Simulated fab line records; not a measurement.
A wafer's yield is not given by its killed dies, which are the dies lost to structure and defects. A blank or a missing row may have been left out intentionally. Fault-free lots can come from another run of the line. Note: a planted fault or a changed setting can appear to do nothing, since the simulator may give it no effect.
The same fault as seen by 2 desks :: flow rit cmos :: numbers are kept per desk, each desk with only its own; the story behind them comes last

== FROM THE METROLOGY DESK ==
Means of the sampled wafers that have a number, per lot and without regard to the tool the lot ran on: this is what the gauges read. The brackets show how far a lot's mean lies from the usual mean; more than 4 standard deviations puts the lot out of limits, marked OUT.
Columns: A = NLDD_TW at RIT_NLDD_TW_MEAS_10, usual 2489; B = NLDD_RS at RIT_SDANNEAL_RS_MEAS_07, usual 151.6 ohm/sq
lot: L141
first seen here: day 2 20:00
A: 2520
B: 151.2

lot: L142
first seen here: day 3 01:53
A: 2516
B: 151.0

lot: L143
first seen here: day 3 05:40
A: 2493
B: 151.5

lot: L144
first seen here: day 3 10:26
A: 2496
B: 151.5

lot: L146
first seen here: day 3 22:26
A: 2488
B: 151.3

lot: L148
first seen here: day 4 07:40
A: 2447
B: 152.1

lot: L150
first seen here: day 4 20:21
A: 2490
B: 151.5

lot: L151
first seen here: day 5 03:59
A: 2521
B: 151.5

lot: L153
first seen here: day 5 16:34
A: 2468
B: 152.1

lot: L156
first seen here: day 6 08:02
A: 2495
B: 151.9

lot: L157
first seen here: day 6 11:36
A: 2496
B: 150.8

lot: L161
first seen here: day 7 04:55
A: 2729 (+11) OUT
B: 113.9 (-78) OUT

lot: L162
first seen here: day 7 13:21
A: 2493
B: 151.8

lot: L163
first seen here: day 7 17:52
A: 2717 (+10) OUT
B: 114.0 (-78) OUT
This desk's result: L161, L163 out of limits, first on L161 (NLDD_TW at RIT_NLDD_TW_MEAS_10), day 7 04:55. In limits: L141, L142, L143, L144, L146, L148, L150, L151, L153, L156, L157, L162.

== AT THE TOOL OWNER'S DESK: implanter-01 ==
The tool's own readings at RIT_NLDD_IMPLANT_08, given as means over the sampled wafers that have a number, one for each lot that went through this tool. The brackets show how far a lot's mean lies from the usual mean; more than 4 standard deviations puts the lot out of limits, marked OUT.
Columns: A = beam energy keV at RIT_NLDD_IMPLANT_08, usual 20.000; B = beam on s at RIT_NLDD_IMPLANT_08, usual 9.98 s; C = dose ions cm2 at RIT_NLDD_IMPLANT_08, usual 5e+14; D = end station pressure torr at RIT_NLDD_IMPLANT_08, usual 6.3e-06 Torr; E = faraday current uA at RIT_NLDD_IMPLANT_08, usual 1576
lot: L141
first seen here: day 2 19:40
A: 19.996
B: 10.00
C: 5e+14
D: 6.2e-06
E: 1574

lot: L143
first seen here: day 3 05:20
A: 19.991
B: 9.93
C: 5e+14
D: 6.3e-06
E: 1585

lot: L153
first seen here: day 5 16:14
A: 20.000
B: 9.90
C: 5e+14
D: 6.2e-06
E: 1589

lot: L156
first seen here: day 6 07:44
A: 20.000
B: 10.34
C: 5e+14
D: 6.4e-06
E: 1515

lot: L157
first seen here: day 6 11:17
A: 20.006
B: 10.00
C: 5e+14
D: 6.3e-06
E: 1571

lot: L161
first seen here: day 7 04:37
A: 20.004
B: 9.90
C: 7e+14 (+99 or more) OUT
D: 7.0e-06
E: 2250 (+19) OUT

lot: L163
first seen here: day 7 17:32
A: 20.003
B: 9.95
C: 7e+14 (+99 or more) OUT
D: 7.0e-06
E: 2237 (+19) OUT
This desk finds L161, L163 out of limits, L161 being first, at day 7 04:37 (dose ions cm2 at RIT_NLDD_IMPLANT_08). In limits: L141, L143, L153, L156, L157.

== TAKEN TOGETHER ==
On L161, L163, at day 7 04:37, an alarm was possible from the tool owner's desk.
L161, L163 would have let the metrology desk raise an alarm at day 7 04:55.
On implanter-01, each named lot ran RIT_NLDD_IMPLANT_08.

== WHAT THE SIMULATOR HAD PUT IN ==
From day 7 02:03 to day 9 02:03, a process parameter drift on implanter-01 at RIT_NLDD_IMPLANT_08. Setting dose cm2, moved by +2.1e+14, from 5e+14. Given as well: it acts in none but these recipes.
Shown lots that were struck: L161, L163.
Hours from the fault's start to each desk's first reading out of limits: the tool owner's desk, 3; the metrology desk, 3.
